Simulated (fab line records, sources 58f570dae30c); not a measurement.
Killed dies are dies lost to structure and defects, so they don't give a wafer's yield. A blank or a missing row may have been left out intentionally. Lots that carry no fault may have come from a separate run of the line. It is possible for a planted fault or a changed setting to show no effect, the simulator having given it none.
The tool behind it: which one? | flow berkeleyCmos170 | 7 lots, 21 wafers sampled, at 1 step of a route of 331

== WHAT THE GAUGES SHOWED, per wafer ==
UCB170_M1_OVL_MEAS_10.
lot  | measured     | on         | M1_OVL (nm)
L770 | day 7 03:26  | overlay-02 | -4 -2 2
L771 | day 7 13:22  | overlay-01 | 2 4 1
L774 | day 8 01:49  | overlay-01 | 10 1 4
L776 | day 8 16:17  | overlay-01 | 2 -11 0
L784 | day 10 12:06 | overlay-01 | 4 1 -7
L786 | day 10 23:15 | overlay-01 | 1 4 4
L791 | day 12 04:01 | overlay-01 | -1 1 1

== WHAT TOOL EACH LOT RAN ON (gives the tool, then ch and the chambers of the sampled wafers, and finally the start) ==
Record: no process step prior to these readings.

== THE ANSWER, worked out from the rows above alone ==
Rule: what is usual is taken from the lots themselves. Put in order of their means at a reading, lots are off if they are a third of the lots or fewer, leave a main group of 4 or more, and stand apart from it by a gap of 3 or more times the standard deviation of the main group's means; of several such gaps the widest counts. A main group whose means are all the same, to the digits that the tables above print for the reading, isn't used. A lot without any number at a reading at which 4 lots or more have one is off too. The other lots that the step has rows for count as sound.
Across all readings shown, no lot is off: no conclusion can be drawn from this.

== WHAT THE SIMULATOR HAD INSERTED ==
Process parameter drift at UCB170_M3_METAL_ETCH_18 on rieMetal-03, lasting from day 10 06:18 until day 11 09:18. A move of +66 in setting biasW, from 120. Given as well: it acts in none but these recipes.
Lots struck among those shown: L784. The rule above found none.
